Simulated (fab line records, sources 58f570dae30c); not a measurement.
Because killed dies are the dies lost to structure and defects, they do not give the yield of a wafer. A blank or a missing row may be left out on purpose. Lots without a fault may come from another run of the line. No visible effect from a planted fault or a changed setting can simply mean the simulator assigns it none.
Struck lot and sound lot, side by side    flow berkeley_cmos170    23 steps out of a route of 331
Sound: these wafers, L501.3, L501.4, L501.6. The struck wafers were L507.3, L507.4, L507.5. The cause is given at the end.
Each step with rows lists, per side, the tool, then ch with its chambers, then its first start. Under that, the readings that differ: sound wafers    struck wafers    difference of the means    sigmas: that difference in standard deviations of wafers without a fault.
alike: readings with means less than 2 such deviations apart, plus words and numbers identical on both sides. not compared: withheld readings, readings lacking a value on some wafer, bounds such as >300 that could conceal the same value, and numbers that have no deviation in the record and whose values overlap.
A row with sigmas, a row that says differs or no value, or rows on one side alone: a step with any of these is where the two part. Numbers that don't overlap but have no deviation are shown without sigmas and don't part them. Lack of a reading on every wafer of one side parts them only where that side has two or more wafers.

first, 3 steps without rows for these wafers: UCB170_ZERO_EXPOSE_03 (exposes mask PM MARKS, target cd 4000 nm); UCB170_ZERO_PEB_04; UCB170_ZERO_DEVELOP_05 (develop time 45 s).
UCB170_ZERO_ETCH_06: etches SiO2 in CHF3/CF4/Ar, time 12 s.
  sound on rie_diel-01 ch 0,1,2, day 2 09:14; struck on rie_diel-03 ch 0,2, day 3 17:52
  alike: CHF3_flow_sccm, chamber_pressure_mTorr, drypump_motor_current_A, oes_product_au, throttle_valve_pct
  not compared: rf_hours_counter_h
UCB170_ZERO_STRIP_07: strips in O2.
  sound on plasma_asher-04 ch 0,1, day 2 09:17; struck on plasma_asher-02 ch 0,1, day 3 17:55
  alike: chamber_pressure_mTorr, drypump_motor_current_A, oes_product_au, strip_time_to_endpoint_s
  not compared: rf_hours_counter_h
then, 2 steps without rows for these wafers: UCB170_NWELL_WET_ETCH_00 (etches SiO2 in dHF, time 200 s); UCB170_NWELL_OXIDATION_01 (target thk 26.4 nm, ox time 1260 s).
UCB170_NWELL_THK_MEAS_02:
  sound on film_metro-04 at day 2 14:57; struck on film_metro-04 at day 3 23:30
reading               sound           struck          difference  sigmas
NWELL_OXIDE_THK (nm)  25.6 26.1 26.3  27.1 27.9 27.2  +1.4        +2
then, 2 steps without rows for these wafers: UCB170_NWELL_ANNEAL_03 (time 900 s); UCB170_NWELL_CVD_04 (deposits Si3N4 from SiH2Cl2/NH3, target thk 224 nm, time 3360 s).
UCB170_NWELL_THK_MEAS_05:
  sound on film_metro-03 at day 2 21:38; struck on film_metro-03 at day 4 08:21
  alike: NWELL_NITRIDE_THK
then, 1 step without rows for these wafers: UCB170_NWELL_HMDS_06 (prime time 60 s).
UCB170_NWELL_COAT_07: resist thk 900 nm.
  sound on litho_track-01 ch 0, day 2 21:54; struck on litho_track-03 ch 0, day 4 08:50
reading                                 sound              struck             difference  sigmas
model.KrF_of_NWELL_COAT_07.thk_nm (nm)  896.5 899.8 899.7  949.5 950.3 949.8  +51.2       
  alike: spin_speed_rpm
then, 4 steps without rows for these wafers: UCB170_NWELL_SOFTBAKE_08 (time 60 s); UCB170_NWELL_EXPOSE_09 (exposes mask NWELL, target cd 3000 nm); UCB170_NWELL_PEB_10; UCB170_NWELL_DEVELOP_11 (develop time 45 s).
UCB170_NWELL_OVL_MEAS_12:
  sound on overlay-02 at day 2 22:56; struck on overlay-01 at day 4 09:53
  alike: NWELL_OVL
UCB170_NWELL_ETCH_13: etches Si3N4 in CH3F/Ar/O2, stops on SiO2, target depth 246.4 nm, time 154 s.
  sound on rie_diel-04 ch 0,1,3, day 2 22:58; struck on rie_diel-03 ch 0,1,3, day 4 09:55
reading                                 sound            struck             difference  sigmas
model.KrF_of_NWELL_COAT_07.thk_nm (nm)  715 724.3 721.7  770.5 777.7 771.3  +52.8       
  alike: chamber_pressure_mTorr, drypump_motor_current_A, oes_product_au, throttle_valve_pct
  not compared: rf_hours_counter_h
then, 1 step without rows for these wafers: UCB170_NWELL_IMPLANT_14.
UCB170_NWELL_STRIP_15: strips in O2.
  sound on plasma_asher-02 ch 0,1, day 2 23:15; struck on plasma_asher-03 ch 0,1, day 4 10:11
reading                       sound              struck             difference  sigmas
strip_time_to_endpoint_s (s)  17.84 18.08 18.03  19.19 19.35 19.20  +1.26       +11
  alike: chamber_pressure_mTorr, drypump_motor_current_A, oes_product_au
  not compared: rf_hours_counter_h
UCB170_NWELL_TW_MEAS_16:
  sound on film_metro-04 at day 2 23:20; struck on film_metro-03 at day 4 10:20
  alike: NWELL_TW
then, 1 step without rows for these wafers: UCB170_M3_PROBE_99.

## WHERE THEY PART
Earliest at UCB170_NWELL_THK_MEAS_02; latest, in this record, at UCB170_NWELL_STRIP_15. Later steps at which nothing parts them and some readings are alike: UCB170_NWELL_TW_MEAS_16.

WHY: what had been put in by the simulator
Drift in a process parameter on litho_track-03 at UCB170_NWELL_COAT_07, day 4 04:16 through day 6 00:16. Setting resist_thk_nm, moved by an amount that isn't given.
